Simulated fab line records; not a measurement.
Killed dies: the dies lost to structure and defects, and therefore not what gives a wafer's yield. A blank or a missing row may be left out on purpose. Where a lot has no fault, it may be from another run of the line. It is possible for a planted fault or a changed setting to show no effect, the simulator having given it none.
Which of the tools did it? + flow berkeleyCmos170 + 72 wafers from 24 lots sampled at 3 of the route's 331 steps

== WHAT THE GAUGES SHOWED, per wafer ==
UCB170_NWELL_THK_MEAS_05.
| lot  | measured    | on           | NWELL_NITRIDE_THK (nm) |
|------|-------------|--------------|------------------------|
| L074 | day 2 09:30 | filmMetro-03 | 224.4 225.8 224.9      |
| L075 | day 2 12:18 | filmMetro-02 | 222.0 221.1 220.4      |
| L076 | day 2 18:29 | filmMetro-02 | 224.3 225.6 226.2      |
| L077 | day 3 01:44 | filmMetro-02 | 221.5 224.0 222.8      |
| L079 | day 3 10:26 | filmMetro-02 | 226.2 227.2 224.9      |
| L078 | day 3 10:27 | filmMetro-04 | 224.5 224.6 224.4      |
| L080 | day 3 19:14 | filmMetro-02 | 224.6 222.1 223.6      |
| L081 | day 3 23:38 | filmMetro-02 | 224.2 222.7 222.9      |
| L082 | day 3 23:38 | filmMetro-03 | 220.1 219.0 220.3      |
| L083 | day 4 10:50 | filmMetro-04 | 220.7 221.0 221.5      |
| L084 | day 4 10:52 | filmMetro-02 | 224.7 222.0 222.8      |
| L086 | day 4 20:43 | filmMetro-03 | 226.5 225.7 227.6      |
| L085 | day 4 20:44 | filmMetro-02 | 227.3 227.9 225.8      |
| L087 | day 5 03:37 | filmMetro-02 | 224.2 224.8 223.5      |
| L088 | day 5 03:38 | filmMetro-04 | 219.5 219.9 220.1      |
| L089 | day 5 14:10 | filmMetro-03 | 226.1 224.0 226.3      |
| L090 | day 5 20:07 | filmMetro-04 | 224.4 222.6 224.7      |
| L091 | day 5 20:07 | filmMetro-03 | 225.8 226.8 227.5      |
| L092 | day 6 06:12 | filmMetro-02 | 223.8 222.5 222.8      |
| L094 | day 6 14:52 | filmMetro-03 | 223.5 221.8 224.2      |
| L093 | day 6 14:53 | filmMetro-04 | 223.3 223.3 223.8      |
| L095 | day 6 21:40 | filmMetro-04 | 221.3 220.5 221.3      |
| L096 | day 7 03:09 | filmMetro-02 | 222.2 222.4 222.8      |
| L097 | day 7 03:10 | filmMetro-04 | 222.8 222.5 223.8      |

UCB170_PWELL_OVL_MEAS_13.
| lot  | measured    | on         | PWELL_OVL (nm) |
|------|-------------|------------|----------------|
| L074 | day 3 08:01 | overlay-01 | -12 -5 -5      |
| L075 | day 3 13:40 | overlay-02 | -7 -4 -4       |
| L076 | day 3 13:37 | overlay-02 | -10 2 -3       |
| L077 | day 4 00:20 | overlay-02 | -11 -15 -14    |
| L079 | day 4 12:03 | overlay-01 | -16 -3 -6      |
| L078 | day 4 11:55 | overlay-02 | -8 -12 -11     |
| L080 | day 4 20:04 | overlay-01 | -11 -7 -3      |
| L081 | day 4 20:31 | overlay-01 | -11 -5 -4      |
| L082 | day 4 20:20 | overlay-02 | -7 4 2         |
| L083 | day 5 16:25 | overlay-02 | 2 1 -3         |
| L084 | day 5 16:39 | overlay-02 | 1 -8 -1        |
| L086 | day 5 20:40 | overlay-02 | -4 -2 -11      |
| L085 | day 5 21:00 | overlay-02 | -13 -5 -11     |
| L087 | day 5 21:23 | overlay-02 | -6 -7 -4       |
| L088 | day 5 21:40 | overlay-02 | -1 -9 -7       |
| L089 | day 6 08:48 | overlay-01 | -7 -5 2        |
| L090 | day 6 17:10 | overlay-02 | -11 -11 -1     |
| L091 | day 6 17:25 | overlay-01 | -1 1 -1        |
| L092 | day 7 02:48 | overlay-02 | 1 0 0          |
| L094 | day 7 10:41 | overlay-01 | -8 -9 -12      |
| L093 | day 7 10:32 | overlay-02 | -11 -9 -5      |
| L095 | day 7 20:11 | overlay-01 | -3 -6 -11      |
| L096 | day 8 03:05 | overlay-02 | -16 -23 -17    |
| L097 | day 8 02:46 | overlay-02 | -8 -5 -13      |

UCB170_FIELD_THK_MEAS_02.
| lot  | measured     | on           | FIELD_OXIDE_THK (nm) |
|------|--------------|--------------|----------------------|
| L074 | day 5 04:45  | filmMetro-04 | 562 558 556          |
| L075 | day 5 10:33  | filmMetro-01 | 565 563 572          |
| L076 | day 5 10:32  | filmMetro-04 | 574 578 585          |
| L077 | day 5 19:30  | filmMetro-01 | 567 561 558          |
| L079 | day 6 05:47  | filmMetro-04 | 571 562 572          |
| L078 | day 6 05:51  | filmMetro-04 | 557 549 565          |
| L080 | day 6 15:56  | filmMetro-01 | 562 559 561          |
| L081 | day 6 15:56  | filmMetro-04 | 546 556 546          |
| L082 | day 6 15:57  | filmMetro-03 | 548 553 551          |
| L083 | day 7 13:40  | filmMetro-04 | 568 564 571          |
| L084 | day 7 13:41  | filmMetro-01 | 549 559 556          |
| L086 | day 7 20:16  | filmMetro-03 | 551 558 550          |
| L085 | day 7 20:20  | filmMetro-04 | 552 559 548          |
| L087 | day 7 20:15  | filmMetro-04 | 559 563 561          |
| L088 | day 7 20:16  | filmMetro-01 | 546 541 551          |
| L089 | day 8 03:27  | filmMetro-03 | 555 564 554          |
| L090 | day 8 16:20  | filmMetro-03 | 568 554 560          |
| L091 | day 8 16:20  | filmMetro-04 | 546 553 548          |
| L092 | day 9 01:46  | filmMetro-04 | 553 556 547          |
| L094 | day 9 12:22  | filmMetro-04 | 580 567 570          |
| L093 | day 9 01:47  | filmMetro-03 | 556 555 561          |
| L095 | day 10 01:29 | filmMetro-03 | 575 567 571          |
| L096 | day 10 15:34 | filmMetro-01 | 563 563 568          |
| L097 | day 10 15:35 | filmMetro-03 | 564 561 563          |

== EACH LOT AND THE TOOL THAT RAN IT (in order: tool; ch and the chambers of the sampled wafers; start) ==
There is no process step in the record ahead of these readings.

== WHAT THE TOOLS THEMSELVES READ (means of the sampled wafers that have a number; where no wafer has one, the mark that the record gives instead) ==
The record holds no such reading with a usual standard deviation.

== THE ANSWER, worked out from the rows above alone ==
Rule: usual is defined by the lots themselves. The widest of any qualifying gaps counts: lots, ordered by their means at a reading, are off when they make up no more than a third of the lots, leave a main group of 4 or more, and stand apart from it by 3 or more times the standard deviation of that group's means. If all means in a main group match to the digits the tables above print for the reading, that group is not used. A lot without any number at a reading at which 4 lots or more have one is off too. All remaining lots with rows at the step are treated as sound. First the gauges in route order, then the tools' own readings, where a lot's mean is used as printed above. The first step at which some lot is off is used, and at that step the reading that is off furthest; a lot without a number counts as furthest.
None of the lots is off at any reading shown; this tells nothing.

== WHAT THE SIMULATOR HAD PUT IN ==
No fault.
